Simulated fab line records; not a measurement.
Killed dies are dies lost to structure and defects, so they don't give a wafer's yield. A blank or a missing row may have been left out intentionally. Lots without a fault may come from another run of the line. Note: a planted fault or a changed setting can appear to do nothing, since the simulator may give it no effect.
The same fault as seen by 2 desks -- flow berkeley-cmos170 -- what lay behind the numbers comes last; until then each desk has only its own

## THE TOOL OWNER'S DESK: implanter-02
The tool's own readings at UCB170_NVT_IMPLANT_07, given as means over the sampled wafers that have a number, one for each lot that went through this tool. If a lot's mean is further than 4 standard deviations from the usual mean, the lot is out of limits and carries the mark OUT (the distance appears in the brackets).
Columns: A = beam-energy-keV at UCB170_NVT_IMPLANT_07, usual 50.002; B = beam-on-s at UCB170_NVT_IMPLANT_07, usual 10.01 s
lot,first seen here,A,B
L487,day 7 11:52,49.997,10.15
L489,day 7 16:08,49.978,10.00
L492,day 8 06:50,49.995,9.90
L500,day 9 22:39,61.016 (+99 or more) OUT,10.01
L503,day 10 18:36,60.996 (+99 or more) OUT,9.84
This desk's finding: out of limits on L500, L503; first on L500, day 9 22:39 (beam-energy-keV at UCB170_NVT_IMPLANT_07). L487, L489, L492 stayed within limits.

## FROM THE METROLOGY DESK
Lot by lot, what the gauges showed, no matter which tool ran the lot: averages of those sampled wafers that carry a number. If a lot's mean is further than 4 standard deviations from the usual mean, the lot is out of limits and carries the mark OUT (the distance appears in the brackets).
Columns: A = INCOMING_BOW at UCB170_START_BOW_MEAS_00, usual 0 um; B = WELLDRIVE_OXIDE_THK at UCB170_WELLDRIVE_THK_MEAS_02, usual 198 nm; C = NVT_OVL at UCB170_NVT_OVL_MEAS_06, usual 1 nm; D = NVT_TW at UCB170_NVT_TW_MEAS_09, usual 521
lot,first seen here,A,B,C,D
L480,day 1 10:00,-3,194,-4,523
L481,day 1 15:00,-4,198,9,518
L482,day 1 20:02,-4,197,-4,524
L483,day 2 01:01,7,203,5,514
L485,day 2 11:02,3,200,2,513
L486,day 2 16:00,-1,199,9,523
L487,day 2 21:00,5,195,-3,516
L488,day 3 02:00,-2,201,-1,516
L489,day 3 07:02,3,197,-0,526
L490,day 3 12:13,2,199,5,515
L491,day 3 17:01,4,197,5,523
L492,day 3 22:01,-7,196,4,523
L500,day 5 14:00,-2,198,-0,543 (+5.0) OUT
L503,day 6 05:00,-1,197,-7,543 (+5.1) OUT
Finding of this desk: L500, L503 out of limits, first seen on L500 at day 9 22:54 (NVT_TW at UCB170_NVT_TW_MEAS_09). L480, L481, L482, L483, L485, L486, L487, L488, L489, L490, L491, L492 stayed within limits.

## TAKEN TOGETHER
The tool owner's desk had the chance to raise an alarm at day 9 22:39 on L500, L503.
The metrology desk could have raised an alarm at day 9 22:54, on L500, L503.
UCB170_NVT_IMPLANT_07 was run on implanter-02 by each of the lots named.

## WHAT WAS PUT IN BY THE SIMULATOR
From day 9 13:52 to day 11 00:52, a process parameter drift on implanter-02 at UCB170_NVT_IMPLANT_07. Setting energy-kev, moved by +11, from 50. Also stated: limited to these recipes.
Struck lots among those shown: L500, L503.
Counting hours from when the fault started, the first reading out of limits came at 9 for the tool owner's desk and at 9 for the metrology desk.
